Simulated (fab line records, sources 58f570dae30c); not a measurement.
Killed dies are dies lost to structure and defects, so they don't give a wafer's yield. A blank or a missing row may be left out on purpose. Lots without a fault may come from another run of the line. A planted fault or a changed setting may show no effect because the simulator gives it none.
Which tool did it? | flow berkeley_cmos170 | 15 lots, 45 wafers sampled, at 2 steps of a route of 331

WHAT THE GAUGES READ, wafer by wafer
UCB170_PWELL_THK_MEAS_03. Usual: PWELL_OXIDE_THK 26.4 nm, standard deviation 0.42.
lot  | measured    | on            | PWELL_OXIDE_THK (nm)          | flag
L664 | day 3 09:50 | film_metro-02 | 26.4 26.6 26.7                |
L665 | day 3 12:32 | film_metro-04 | 38.4 38.2 38.4 38.4 38.2 38.4 | OFF
L666 | day 3 21:04 | film_metro-02 | 39.3 39.4 40.0 39.2 39.4 40.0 | OFF
L668 | day 4 13:26 | film_metro-04 | 40.1 39.3 39.9 40.1 39.3 39.9 | OFF
L669 | day 4 09:06 | film_metro-02 | 26.9 26.9 26.6                |
L675 | day 5 13:31 | film_metro-01 | 26.6 26.2 26.5                |
L677 | day 5 19:19 | film_metro-02 | 26.8 26.8 26.7                |
L679 | day 6 00:29 | film_metro-01 | 26.3 26.5 26.6                |
L680 | day 6 15:08 | film_metro-02 | 26.6 26.8 26.6                |
L681 | day 6 15:07 | film_metro-04 | 27.1 27.2 27.2                |
L682 | day 6 15:07 | film_metro-01 | 26.9 26.7 26.4                |
L683 | day 6 23:04 | film_metro-04 | 25.4 25.7 26.0                |
L684 | day 6 23:07 | film_metro-04 | 26.2 26.3 26.1                |
L685 | day 7 08:51 | film_metro-02 | 26.1 26.4 26.5                |
L686 | day 7 08:50 | film_metro-04 | 26.5 25.9 25.8                |

WHICH TOOL RAN EACH LOT (tool, then ch and the chambers of the sampled wafers, then the start)
lot  | UCB170_PWELL_OXIDATION_02
L664 | furnace-04 ch 0, day 3 08:29
L665 | furnace-04 ch 0, day 3 08:29
L666 | furnace-02 ch 0, day 3 15:47
L668 | furnace-01 ch 0, day 4 07:44
L669 | furnace-01 ch 0, day 4 07:44
L675 | furnace-01 ch 0, day 5 12:06
L677 | furnace-02 ch 0, day 5 17:58
L679 | furnace-01 ch 0, day 5 23:08
L680 | furnace-02 ch 0, day 6 13:46
L681 | furnace-02 ch 0, day 6 13:46
L682 | furnace-02 ch 0, day 6 13:46
L683 | furnace-01 ch 0, day 6 21:42
L684 | furnace-01 ch 0, day 6 21:42
L685 | furnace-01 ch 0, day 7 07:29
L686 | furnace-01 ch 0, day 7 07:29
- UCB170_PWELL_OXIDATION_02: target thk 26.4 nm, ox time 1260 s.

WHAT THE TOOLS THEMSELVES READ (means of the sampled wafers that have a number; where no wafer has one, the mark that the record gives instead)
The record holds no such reading with a usual standard deviation.

THE ANSWER, worked out from the rows above alone
Rule: a lot is off if the mean of its wafers that have a number lies more than 3 standard deviations from the usual mean. A lot without any number at a reading at which 4 lots or more have one is off too. The other lots that the step has rows for count as sound. The gauges are gone through in route order, then the tools' own readings, and for those a lot's mean is taken as printed above. The first step at which some lot is off is used, and at that step the reading that is off furthest; a lot without a number counts as furthest.
Off: L665, L666, L668, at UCB170_PWELL_THK_MEAS_03 (PWELL_OXIDE_THK).
A tool fits if, at a process step before that reading, it ran every lot that is off, and no sound lot after the first of them. The gauges at UCB170_PWELL_THK_MEAS_03 are tried like those tools. None of those tried fits.

WHAT THE SIMULATOR HAD PUT IN
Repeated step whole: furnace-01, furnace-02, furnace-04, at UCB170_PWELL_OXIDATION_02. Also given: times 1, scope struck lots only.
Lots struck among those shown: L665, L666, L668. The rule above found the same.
